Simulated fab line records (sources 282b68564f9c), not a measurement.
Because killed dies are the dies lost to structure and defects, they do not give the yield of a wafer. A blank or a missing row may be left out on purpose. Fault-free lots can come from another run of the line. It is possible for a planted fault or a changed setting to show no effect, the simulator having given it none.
fab line records | flow rit-cmos
[record] lots = 6 wafers = 18 last-day = 8
route steps=202 shown NLDD@103 PLDD@114 M1@202
lots untouched by any fault: they come from a run of this same line in which no faults occurred
start-h: start of the lot's first displayed wafer, in hours after the record's first day | wait-h: how many hours have passed since the lot's step before this one | " unchanged from the row above | L1.1+2: a single row standing in for several wafers | - value missing, or start not given | * or withheld: withheld | < > ~ a bound
route shown NAME@n: names a module that has steps shown in the file, with the first one's number in the route | usual: mean and standard deviation over wafers with no fault | same: alike in all rows | chamber/n: place in a boat | sites: the reading at each site | _std_site: the standard deviation of these | _edge_site: inner sites' mean taken away from outer sites' mean | radius-mm: how far each site lies from the wafer's centre | mask NAME#n: copy n | behind: tool/chamber where the wafer was last shaped | hold: the reason the lot was held/the length of the hold in hours/how it ended | device: the n, p or np transistor that did not switch | end of line: the tests these same wafers got at the end of their route | step lacking rows: just its recipe | killed: at the first sort, the dies lost to defects and structure; wafer yield is something else | map: a wafer's dies, x killed, . not, _ none there
set.NAME: the run value of the setting; set.NAME@STEP: its run value at that earlier step | model.NAME: the simulator's own value behind a step, which no gauge read
lots at some steps of the route; a table a step, a row a wafer
services: a tool's chamber out of use, with start hour (start-h, from the record's first day; less than 0 if before it), hours out, and reason
[[steps]]
[step RIT_NLDD_HMDS_00]
[recipe] prime-time-s = 60 prime-temp-c = 140
[step RIT_NLDD_COAT_01]
[recipe] resist = NOVOLAK spin-rpm = 3250 resist-thk-nm = 988.5
[step RIT_NLDD_SOFTBAKE_02]
[recipe] resist = NOVOLAK temp-c = 90 time-s = 60
[step RIT_NLDD_EXPOSE_03]
[recipe] mask-id = M7 na = 0.57 target-cd-nm = 40700 dose-mj = 250
[step RIT_NLDD_PEB_04]
[recipe] resist = NOVOLAK temp-c = withheld time-s = withheld
[step RIT_NLDD_DEVELOP_05]
[recipe] resist = NOVOLAK develop-time-s = 50 dev-temp-c = 23
[step RIT_NLDD_OVL_MEAS_06]
[usual] NLDD_OVL = 1.1/1.4
// columns lot.wafer tool chamber start-h wait-h NLDD_OVL[nm]
L682.1 overlay-02 - 47.97 - -1.0
L682.3 " - " " 0.1
L682.5 " - " " -1.0
L685.2 overlay-01 - 62.20 - 1.8
L685.3 " - " " 2.3
L685.6 " - " " 1.6
L697.1 overlay-01 - 125.67 - 1.0
L697.2 " - " " 0.6
L697.6 " - " " -1.0
L699.1 overlay-02 - 139.20 - -0.7
L699.2 " - " " 0.4
L699.5 " - " " 0.2
L700.1 overlay-01 - 152.47 - 1.0
L700.5 " - " " -0.4
L700.6 " - " " 1.5
L704.1 overlay-01 - 184.05 - 0.9
L704.5 " - " " 1.8
L704.6 " - " " 1.4
[step RIT_NLDD_HARDBAKE_07]
[recipe] resist = NOVOLAK temp-c = 140 time-s = 60
[step RIT_NLDD_IMPLANT_08]
[recipe] species = P energy-kev = 20 dose-cm2 = 5e+14 tilt-deg = 7
[step RIT_NLDD_STRIP_09]
[recipe] chemistry = O2 time-s = 180 resist = NOVOLAK platen-temp-c = withheld power-w = 500 pressure-mtorr = 4000 o2-flow-sccm = 4000
[usual] drypump-motor-current-A = 5.9/0.41
[same] time-s = 180
// columns lot.wafer tool chamber start-h wait-h drypump-motor-current-A rf-hours-counter-h
L682.1 plasma-asher-02 0 48.31 0.1 6.4 42
L682.3 " 0 " " 6.4 -
L682.5 " 0 " " 6.4 -
L685.2 plasma-asher-02 1 62.53 0.1 5.4 44
L685.3 " 0 " " 6.4 -
L685.6 " 1 " " 5.4 -
L697.1 plasma-asher-03 0 126.01 0.1 6.3 47
L697.2 " 1 " " 6.1 47
L697.6 " 0 " " 6.3 -
L699.1 plasma-asher-03 1 139.53 0.1 6.1 48
L699.2 " 0 " " 6.2 48
L699.5 " 1 " " 6.1 -
L700.1 plasma-asher-01 1 152.81 0.1 5.2 49
L700.5 " 1 " " 5.3 -
L700.6 " 0 " " 5.7 -
L704.1 plasma-asher-03 1 184.39 0.1 6.1 51
L704.5 " 0 " " 6.3 -
L704.6 " 1 " " 6.0 -
[step RIT_NLDD_TW_MEAS_10]
[usual] NLDD_TW = 2504/14
// columns lot.wafer tool chamber start-h wait-h NLDD_TW
L682.1 film-metro-04 - 48.48 0.1 2519
L682.3 " - " " 2517
L682.5 " - " " 2520
L685.2 film-metro-01 - 62.72 0.1 2484
L685.3 " - " " 2494
L685.6 " - " " 2493
L697.1 film-metro-04 - 126.18 0.1 2517
L697.2 " - " " 2529
L697.6 " - " " 2517
L699.1 film-metro-01 - 139.71 0.1 2499
L699.2 " - " " 2497
L699.5 " - " " 2499
L700.1 film-metro-01 - 152.98 0.1 2484
L700.5 " - " " 2501
L700.6 " - " " 2493
L704.1 film-metro-01 - 184.56 0.1 2496
L704.5 " - " " 2496
L704.6 " - " " 2485
[step RIT_PLDD_HMDS_00]
[recipe] prime-time-s = 60 prime-temp-c = 140
[step RIT_PLDD_COAT_01]
[recipe] resist = NOVOLAK spin-rpm = 3250 resist-thk-nm = 1000
[usual] dispense-pressure-kPa = 53/5 spin-speed-rpm = 3249.9/2.3
// columns lot.wafer tool chamber start-h wait-h dispense-pressure-kPa spin-speed-rpm model.NOVOLAK_of_PLDD_COAT_01.thk-nm
L682.1 litho-track-04 0 48.69 0.1 50 3245.5 998.1
L682.3 " 0 " " 50 3249.5 995.9
L682.5 " 0 " " 50 3252.5 998.4
L685.2 litho-track-03 0 62.94 0.1 49 3249.5 997.5
L685.3 " 0 " " 49 3248.1 996.8
L685.6 " 0 " " 49 3250.2 996.9
L697.1 litho-track-02 0 126.39 0.1 59 3251.4 997
L697.2 " 0 " " 59 3248.3 997.5
L697.6 " 0 " " 59 3244.5 997.7
L699.1 litho-track-03 0 139.92 0.1 49 3173.3 1014
L699.2 " 0 " " 49 3170.2 1017
L699.5 " 0 " " 49 3169.4 1020
L700.1 litho-track-03 0 153.19 0.1 49 3172.0 1016
L700.5 " 0 " " 49 3170.3 1016
L700.6 " 0 " " 49 3171.8 1016
L704.1 litho-track-02 0 184.77 0.1 59 3251.9 1000
L704.5 " 0 " " 59 3249.9 1003
L704.6 " 0 " " 59 3249.1 1002
[step RIT_PLDD_SOFTBAKE_02]
[recipe] resist = NOVOLAK temp-c = 90 time-s = 60
[step RIT_PLDD_EXPOSE_03]
[recipe] mask-id = M8 na = 0.57 target-cd-nm = 40900 dose-mj = 250
[step RIT_PLDD_PEB_04]
[recipe] resist = NOVOLAK temp-c = withheld time-s = withheld
[step RIT_PLDD_DEVELOP_05]
[recipe] resist = NOVOLAK develop-time-s = 50 dev-temp-c = 23
[step RIT_PLDD_OVL_MEAS_06]
[usual] PLDD_OVL = 0.4/1.6
// columns lot.wafer tool chamber start-h wait-h PLDD_OVL[nm]
L682.1 overlay-02 - 49.39 - 0.6
L682.3 " - " " 2.2
L682.5 " - " " 1.5
L685.2 overlay-01 - 63.62 - -0.3
L685.3 " - " " 0.5
L685.6 " - " " -1.1
L697.1 overlay-02 - 127.09 - 0.5
L697.2 " - " " 0.7
L697.6 " - " " -0.5
L699.1 overlay-02 - 140.74 - 0.4
L699.2 " - " " 0.5
L699.5 " - " " -0.3
L700.1 overlay-01 - 154.02 - 3.0
L700.5 " - " " 1.6
L700.6 " - " " -2.0
L704.1 overlay-02 - 185.47 - 0.7
L704.5 " - " " 2.4
L704.6 " - " " 1.8
[step RIT_PLDD_HARDBAKE_07]
[recipe] resist = NOVOLAK temp-c = 140 time-s = 60
[usual] heater-power-total-W = 62.55/0.049
[same] time-s = 60
// columns lot.wafer tool chamber start-h wait-h heater-power-total-W model.NOVOLAK_of_PLDD_COAT_01.thk-nm
L682.1 litho-track-03 0 49.43 0.0 62.60 882.1
L682.3 " 0 " " 62.56 880.1
L682.5 " 0 " " 62.63 882.3
L685.2 litho-track-02 0 63.68 0.0 62.56 881.5
L685.3 " 0 " " 62.46 880.9
L685.6 " 0 " " 62.59 881
L697.1 litho-track-03 0 127.13 0.0 62.56 881.2
L697.2 " 0 " " 62.43 881.6
L697.6 " 0 " " 62.61 881.7
L699.1 litho-track-02 0 140.78 0.0 62.49 895.9
L699.2 " 0 " " 62.62 898.8
L699.5 " 0 " " 62.55 901.1
L700.1 litho-track-02 0 154.06 0.0 62.60 897.5
L700.5 " 0 " " 62.62 898.2
L700.6 " 0 " " 62.62 897.9
L704.1 litho-track-02 0 185.51 0.0 62.47 884.1
L704.5 " 0 " " 62.64 886.3
L704.6 " 0 " " 62.49 885.1
[step RIT_PLDD_IMPLANT_08]
[recipe] species = BF2 energy-kev = 20 dose-cm2 = 8.893e+14 tilt-deg = 7
[step RIT_M1_PROBE_99]
[usual] killed_at_M0_to_M3 = 0.0/0.083 killed-at-contacts = 0.1/0.25 killed-at-front-end = 7/3.3 killed-dies = 7/3.2 killed-open = 3.6/2.2 killed-short = 3.5/2
[same] gross-dies = 264 killed_at_M4_up = 0 killed-at-back-side = 0 killed-at-other = 0
// columns lot.wafer tool chamber start-h wait-h killed_at_M0_to_M3 killed-at-contacts killed-at-front-end killed-dies killed-open killed-short
L682.1 prober-01 - 63.63 0.1 0 0 1 1 0 1
L682.3 prober-01 - 63.73 0.2 0 0 4 4 3 1
L682.5 prober-01 - 63.83 0.2 0 1 7 8 2 6
L685.2 prober-02 - 77.85 0.1 0 0 4 4 1 2
L685.3 prober-02 - 77.90 0.2 1 0 6 7 5 2
L685.6 prober-02 - 78.05 0.2 0 0 6 6 3 2
L697.1 prober-02 - 140.84 0.1 0 0 9 9 2 7
L697.2 prober-02 - 140.89 0.1 0 0 4 4 1 3
L697.6 prober-02 - 141.09 0.2 0 0 9 9 5 4
L699.1 prober-02 - 156.26 0.1 0 0 7 7 3 4
L699.2 prober-02 - 156.31 0.1 0 0 8 8 3 5
L699.5 prober-02 - 156.46 0.2 0 0 4 4 1 3
L700.1 prober-01 - 168.05 0.1 0 0 8 8 2 6
L700.5 prober-01 - 168.25 0.2 0 0 5 5 0 5
L700.6 prober-01 - 168.30 0.2 0 0 10 10 7 3
L704.1 prober-01 - 200.62 0.1 0 1 5 6 3 3
L704.5 prober-01 - 200.82 0.2 0 0 3 3 2 1
L704.6 prober-01 - 200.87 0.2 0 0 5 5 4 1
// killed by level:class
L682.1 REOX:geometric-particle:short=1
L682.3 GATE:geometric-particle:open=1 REOX:geometric-particle:open=1 SPACER:geometric-particle:short=1 SILICIDE:geometric-particle:open=1
L682.5 SPACER:geometric-particle:short=3 GATE:geometric-particle:short=1 GATE:geometric-particle:open=1 SPACER:geometric-particle:open=1 SILICIDE:geometric-particle:short=1 CONTACT:geometric-particle:short=1
L685.2 FOX2:geometric-particle:open=1 GATE:geometric-particle:short=1 SILICIDE:geometric-particle:short=1 ACTIVE:coat-microbubble-printed=1
L685.3 REOX:geometric-particle:short=2 SPACER:geometric-particle:open=2 FOX1:geometric-particle:open=1 FOX2:geometric-particle:open=1 M1:geometric-particle:open=1
L685.6 SPACER:geometric-particle:short=2 SPACER:geometric-particle:open=2 FOX1:geometric-particle:open=1 ACTIVE:coat-microbubble-printed=1
L697.1 GATE:geometric-particle:short=3 SILICIDE:geometric-particle:short=3 GATE:geometric-particle:open=2 REOX:geometric-particle:short=1
L697.2 GATE:geometric-particle:open=1 GATE:geometric-particle:short=1 REOX:geometric-particle:short=1 SPACER:geometric-particle:short=1
L697.6 GATE:geometric-particle:short=2 GATE:geometric-particle:open=2 SPACER:geometric-particle:short=2 SPACER:geometric-particle:open=2 REOX:geometric-particle:open=1
L699.1 GATE:geometric-particle:short=3 GATE:geometric-particle:open=2 ACTIVE:geometric-particle:short=1 SILICIDE:geometric-particle:open=1
L699.2 GATE:geometric-particle:short=3 FOX2:geometric-particle:open=2 FOX2:geometric-particle:short=1 GATE:geometric-particle:open=1 SPACER:geometric-particle:short=1
L699.5 GATE:geometric-particle:short=2 FOX1:geometric-particle:short=1 SPACER:geometric-particle:open=1
L700.1 ACTIVE:geometric-particle:short=2 FOX1:geometric-particle:short=2 FOX1:geometric-particle:open=1 GATE:geometric-particle:short=1 GATE:geometric-particle:open=1 SPACER:geometric-particle:short=1
L700.5 GATE:geometric-particle:short=3 FOX2:geometric-particle:short=1 SILICIDE:geometric-particle:short=1
L700.6 GATE:geometric-particle:open=3 SPACER:geometric-particle:open=2 FOX1:geometric-particle:open=1 GATE:geometric-particle:short=1 SPACER:geometric-particle:short=1 SILICIDE:geometric-particle:open=1 SILICIDE:geometric-particle:short=1
L704.1 FOX1:geometric-particle:short=2 FOX1:geometric-particle:open=1 FOX2:geometric-particle:open=1 GATE:geometric-particle:open=1 CONTACT:geometric-particle:short=1
L704.5 FOX1:geometric-particle:short=1 GATE:geometric-particle:open=1 SPACER:geometric-particle:open=1
L704.6 FOX1:geometric-particle:short=1 FOX1:geometric-particle:open=1 FOX2:geometric-particle:open=1 SPACER:geometric-particle:open=1 SILICIDE:geometric-particle:open=1
[[services]]
// columns tool chamber start-h hours kind
plasma-asher-03 - 41.29 28.1 pm
plasma-asher-02 - 57.74 2.3 repair
plasma-asher-03 - 102.36 0.6 repair
plasma-asher-02 - 108.75 9.0 pm
plasma-asher-02 0 108.75 9.0 vent-cycle
plasma-asher-02 1 108.75 9.0 vent-cycle
plasma-asher-02 0 117.75 - clean
plasma-asher-02 1 117.75 - clean
[[key]]
[first-sign] step = RIT_PLDD_COAT_01 reading = spin-speed-rpm direction = down sigmas = 35 usual = 3249.9 struck = 3171.2
effect none on later readings
[model-effect] step = RIT_PLDD_COAT_01 value = NOVOLAK_of_PLDD_COAT_01.thk-nm without = 1004 struck = 1017
[model-effect] step = RIT_PLDD_HARDBAKE_07 value = NOVOLAK_of_PLDD_COAT_01.thk-nm without = 887.6 struck = 898.2
met-at RIT_PLDD_COAT_01
struck-wafers L699.1,L699.2,L699.5,L700.1,L700.5,L700.6
tester-left-out L699,L700
onset-between 62.94 139.92
[fault] kind = process-parameter-drift tool = litho-track-03 chamber = - onset-h = 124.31 steps = RIT_PLDD_COAT_01 channel = spin-rpm offset = -77.361 shape = step end-h = 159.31 acts-in = these-recipes-only stated = 3250
// tester-left-out: of these lots the tester's yield and bins aren't shown, on N5 and GAA mostly nor the transistor test; their killed dies are dies lost to structure and defects alone, not to doping, threshold or leakage, so they don't give the yield
